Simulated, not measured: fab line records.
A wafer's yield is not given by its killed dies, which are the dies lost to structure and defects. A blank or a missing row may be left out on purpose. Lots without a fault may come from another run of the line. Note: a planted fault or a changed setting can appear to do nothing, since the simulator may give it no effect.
fab line records -- flow berkeley_cmos170
[record] lots = 6, wafers = 18, last_day = 11
route steps=331 shown NVT@113 PVT@115 GATE@125 FIELD@126
lots with no fault: from the same line, run without faults
start_h: hours from the record's opening day to when the first of the lot's shown wafers began -- wait_h: hours elapsed since this lot's preceding step -- " the same as in the row above -- L1.1+2: several wafers, shown together as one row -- - either no value or no given start -- * or withheld: withheld -- < > ~ a bound
route shown NAME@n: a module of which the file shows steps, and the number in the route of the first -- usual: the fault-free wafers' mean and standard deviation -- same: alike in all rows -- chamber/n: place in a boat -- sites: each site's reading -- _std_site: standard deviation across them -- _edge_site: outer sites' mean less inner sites' -- radius_mm: for every site, how far away it sits from the centre of the wafer -- mask NAME#n: copy n -- behind: the tool/chamber that last shaped the wafer -- hold: why the lot was held/for how many hours/how that ended -- device: whichever transistor did not switch (one of n, p or np) -- end of line: tests run on the same wafers once the route is complete -- step lacking rows: just its recipe -- killed: count of dies lost to structure and defects at first sort (not the wafer's yield) -- map: a wafer's dies, marking killed ones x, the rest . and places with no die _
set.NAME: the run value of the setting; set.NAME@STEP: its run value at that earlier step -- model.NAME: the simulator's own value behind a step, which no gauge read
a table for each step, a row for each wafer; lots at some steps of the route
services: when a tool's chamber went out of use (start_h, in hours from the record's first day, below 0 if earlier), for how many hours, and the reason
[[steps]]
[step UCB170_NVT_TW_MEAS_09]
[usual] NVT_TW = 517/10
lot.wafer,tool,chamber,start_h,wait_h,NVT_TW
L650.2,film_metro-01,-,140.62,0.1,529
L650.4,film_metro-01,-,140.62,0.1,530
L650.5,film_metro-01,-,140.62,0.1,526
L656.1,film_metro-02,-,160.84,0.1,526
L656.2,film_metro-02,-,160.84,0.1,522
L656.4,film_metro-02,-,160.84,0.1,524
L655.1,film_metro-01,-,161.37,0.1,527
L655.3,film_metro-01,-,161.37,0.1,530
L655.5,film_metro-01,-,161.37,0.1,527
L659.1,film_metro-03,-,174.39,0.1,507
L659.3,film_metro-03,-,174.39,0.1,505
L659.6,film_metro-03,-,174.39,0.1,505
L657.1,film_metro-01,-,191.51,0.1,528
L657.3,film_metro-01,-,191.51,0.1,530
L657.5,film_metro-01,-,191.51,0.1,529
L664.1,film_metro-03,-,199.48,0.1,508
L664.3,film_metro-03,-,199.48,0.1,507
L664.6,film_metro-03,-,199.48,0.1,509
[step UCB170_NVT_CLEAN_10]
[recipe] chemistry = SPM, temp_c = 120, time_s = 600
[step UCB170_PVT_HMDS_00]
[recipe] prime_time_s = 60, prime_temp_c = 100
[step UCB170_PVT_COAT_01]
[recipe] resist = KrF, spin_rpm = 1500, resist_thk_nm = 900
[step UCB170_PVT_SOFTBAKE_02]
[recipe] resist = KrF, temp_c = 130, time_s = 60
[step UCB170_PVT_EXPOSE_03]
[recipe] mask_id = NWELL, target_cd_nm = 3000, na = 0.5, sigma_outer = 0.6, source_shape = conventional, dose_mj = 30
[step UCB170_PVT_PEB_04]
[recipe] peb_temp_c = 130, peb_time_s = withheld, resist = KrF
[step UCB170_PVT_DEVELOP_05]
[recipe] developer = TMAH, develop_time_s = 45, resist = KrF, dev_temp_c = 21
[step UCB170_PVT_OVL_MEAS_06]
[usual] PVT_OVL = -1/4.6
lot.wafer,tool,chamber,start_h,wait_h,PVT_OVL[nm]
L650.2,overlay-01,-,143.24,-,-3
L650.4,overlay-01,-,143.24,-,3
L650.5,overlay-01,-,143.24,-,-4
L656.1,overlay-02,-,164.43,-,4
L656.2,overlay-02,-,164.43,-,3
L656.4,overlay-02,-,164.43,-,-4
L655.1,overlay-02,-,165.16,-,-3
L655.3,overlay-02,-,165.16,-,-6
L655.5,overlay-02,-,165.16,-,-4
L659.1,overlay-01,-,177.00,-,-5
L659.3,overlay-01,-,177.00,-,-1
L659.6,overlay-01,-,177.00,-,-5
L657.1,overlay-01,-,195.25,-,-1
L657.3,overlay-01,-,195.25,-,1
L657.5,overlay-01,-,195.25,-,4
L664.1,overlay-02,-,201.44,-,-2
L664.3,overlay-02,-,201.44,-,0
L664.6,overlay-02,-,201.44,-,-2
[step UCB170_PVT_IMPLANT_07]
[recipe] species = P, dose_cm2 = 2e+12, energy_kev = 30, tilt_deg = 6.794
[step UCB170_PVT_STRIP_08]
[recipe] chemistry = O2, power_w = 400, pressure_mtorr = 3500, platen_temp_c = withheld, o2_flow_sccm = 400, overash_fraction = 0.5
[usual] drypump_motor_current_A = 6.0/0.33, oes_product_au = 0.735/0.0045, strip_time_to_endpoint_s = 21.61/0.057
lot.wafer,tool,chamber,start_h,wait_h,drypump_motor_current_A,oes_product_au,rf_hours_counter_h,strip_time_to_endpoint_s
L650.2,plasma_asher-02,1,143.42,0.1,5.8,0.733,37,21.61
L650.4,plasma_asher-02,0,143.42,0.1,6.1,0.741,-,21.63
L650.5,plasma_asher-02,1,143.42,0.1,5.8,0.734,-,21.63
L656.1,plasma_asher-03,0,164.62,0.1,5.8,0.732,6,21.69
L656.2,plasma_asher-03,1,164.62,0.1,6.1,0.728,6,21.69
L656.4,plasma_asher-03,1,164.62,0.1,6.1,0.740,-,21.71
L655.1,plasma_asher-03,0,165.34,0.1,5.8,0.731,7,21.61
L655.3,plasma_asher-03,0,165.34,0.1,5.8,0.742,-,21.51
L655.5,plasma_asher-03,1,165.34,0.1,6.1,0.737,-,21.58
L659.1,plasma_asher-03,1,177.19,0.1,6.1,0.737,8,21.59
L659.3,plasma_asher-03,1,177.19,0.1,6.1,0.741,-,21.60
L659.6,plasma_asher-03,0,177.19,0.1,5.8,0.730,-,21.66
L657.1,plasma_asher-02,1,195.43,0.1,5.8,0.734,43,21.52
L657.3,plasma_asher-02,1,195.43,0.1,5.8,0.742,-,21.56
L657.5,plasma_asher-02,1,195.43,0.1,5.8,0.736,-,21.58
L664.1,plasma_asher-03,0,201.63,0.1,5.8,0.725,11,21.57
L664.3,plasma_asher-03,0,201.63,0.1,5.8,0.734,-,21.70
L664.6,plasma_asher-03,0,201.63,0.1,5.8,0.737,-,21.62
[step UCB170_PVT_TW_MEAS_09]
[usual] PVT_TW = 500/7.9
lot.wafer,tool,chamber,start_h,wait_h,PVT_TW
L650.2,film_metro-04,-,143.53,0.1,504
L650.4,film_metro-04,-,143.53,0.1,508
L650.5,film_metro-04,-,143.53,0.1,507
L656.1,film_metro-04,-,164.72,0.1,506
L656.2,film_metro-04,-,164.72,0.1,504
L656.4,film_metro-04,-,164.72,0.1,505
L655.1,film_metro-01,-,165.61,0.2,512
L655.3,film_metro-01,-,165.61,0.2,510
L655.5,film_metro-01,-,165.61,0.2,513
L659.1,film_metro-04,-,177.29,0.1,502
L659.3,film_metro-04,-,177.29,0.1,505
L659.6,film_metro-04,-,177.29,0.1,504
L657.1,film_metro-03,-,195.53,0.1,492
L657.3,film_metro-03,-,195.53,0.1,493
L657.5,film_metro-03,-,195.53,0.1,491
L664.1,film_metro-04,-,201.73,0.1,504
L664.3,film_metro-04,-,201.73,0.1,504
L664.6,film_metro-04,-,201.73,0.1,506
[step UCB170_GATE_WET_ETCH_00]
[recipe] chemistry = dHF, dilution = 25:1, target = SiO2, temp_c = 25, time_s = 200
[usual] bath_heat_duty_pct = 6.3/0.77, run_length_s = 230/3.8
lot.wafer,tool,chamber,start_h,wait_h,bath_heat_duty_pct,run_length_s,model.SiO2_of_SCREENOX_OXIDATION_01.thk_nm
L650.2,wet_bench-03,0,143.85,0.3,6.6,226,0
L650.4,wet_bench-03,0,143.85,0.3,6.1,226,0
L650.5,wet_bench-03,0,143.85,0.3,6.3,226,0
L656.1,wet_bench-03,2,165.08,0.4,6.7,233,0
L656.2,wet_bench-03,2,165.08,0.4,5.9,233,0
L656.4,wet_bench-03,2,165.08,0.4,6.2,233,0
L655.1,wet_bench-03,3,165.91,0.3,-,-,14.55
L655.3,wet_bench-03,3,165.91,0.3,-,-,14.16
L655.5,wet_bench-03,3,165.91,0.3,-,-,14.37
L659.1,wet_bench-03,3,177.55,0.3,-,-,14.41
L659.3,wet_bench-03,3,177.55,0.3,-,-,14.4
L659.6,wet_bench-03,3,177.55,0.3,-,-,14.18
L657.1,wet_bench-02,0,197.02,1.5,5.9,234,0
L657.3,wet_bench-02,0,197.02,1.5,7.2,234,0
L657.5,wet_bench-02,0,197.02,1.5,6.7,234,0
L664.1,wet_bench-03,3,201.95,0.2,5.6,227,0
L664.3,wet_bench-03,3,201.95,0.2,5.6,227,0
L664.6,wet_bench-03,3,201.95,0.2,6.4,227,0
[step UCB170_FIELD_THK_MEAS_91]
[recipe] reads = SiO2_of_FIELD_OXIDATION_01
[usual] FIELD_OXIDE_LEFT_2_THK = 354/10
lot.wafer,tool,chamber,start_h,wait_h,FIELD_OXIDE_LEFT_2_THK[nm]
L650.2,film_metro-04,-,143.92,0.0,353
L650.4,film_metro-04,-,143.92,0.0,361
L650.5,film_metro-04,-,143.92,0.0,355
L656.1,film_metro-03,-,165.21,0.0,330
L656.2,film_metro-03,-,165.21,0.0,329
L656.4,film_metro-03,-,165.21,0.0,326
L655.1,film_metro-03,-,166.04,0.0,400
L655.3,film_metro-03,-,166.04,0.0,395
L655.5,film_metro-03,-,166.04,0.0,386
L659.1,film_metro-01,-,177.62,0.0,405
L659.3,film_metro-01,-,177.62,0.0,396
L659.6,film_metro-01,-,177.62,0.0,403
L657.1,film_metro-03,-,197.09,0.0,359
L657.3,film_metro-03,-,197.09,0.0,359
L657.5,film_metro-03,-,197.09,0.0,359
L664.1,film_metro-01,-,202.01,0.0,372
L664.3,film_metro-01,-,202.01,0.0,370
L664.6,film_metro-01,-,202.01,0.0,370
[step UCB170_GATE_OXIDATION_01]
[recipe] temp_c = 850, ambient = O2, target_thk_a = 66, ox_time_s = 1800
[[services]]
tool,chamber,start_h,hours,kind
plasma_asher-02,-,133.03,0.4,repair
plasma_asher-02,-,151.12,2.8,pm
plasma_asher-02,-,164.43,2.4,repair
wet_bench-02,-,181.94,1.5,repair
[[key]]
[first_sign] step = UCB170_GATE_WET_ETCH_00, reading = tool_record, direction = missing
[effect] step = UCB170_FIELD_THK_MEAS_91, reading = FIELD_OXIDE_LEFT_2_THK, direction = up, sigmas = 4.2, usual = 354, struck = 398
[model_effect] step = UCB170_GATE_WET_ETCH_00, value = SiO2_of_SCREENOX_OXIDATION_01.thk_nm, without = 0, struck = 14.34
met_at UCB170_GATE_WET_ETCH_00
struck_wafers L655.1,L655.3,L655.5,L659.1,L659.3,L659.6
later_rows_left_out L655.1,L655.3,L655.5,L659.1,L659.3,L659.6
sort_left_out L655.1,L655.3,L655.5,L659.1,L659.3,L659.6
tester_left_out L655,L659
onset_between 165.08 165.91
[fault] kind = skipped_step_whole, tool = wet_bench-03, chamber = -, onset_h = 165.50, steps = UCB170_GATE_WET_ETCH_00, scope = struck_lots_only
// tester_left_out: of these lots the tester's yield and bins aren't shown, on N5 and GAA mostly nor the transistor test; their killed dies are dies lost to structure and defects alone, not to doping, threshold or leakage, so they don't give the yield
// sort_left_out: the simulated sort isn't trusted on such a fault, so these wafers' sort isn't shown, and their yield isn't known
// later_rows_left_out: the simulator's readings of these wafers behind a module that went badly wrong aren't trusted and aren't shown, but for the sort
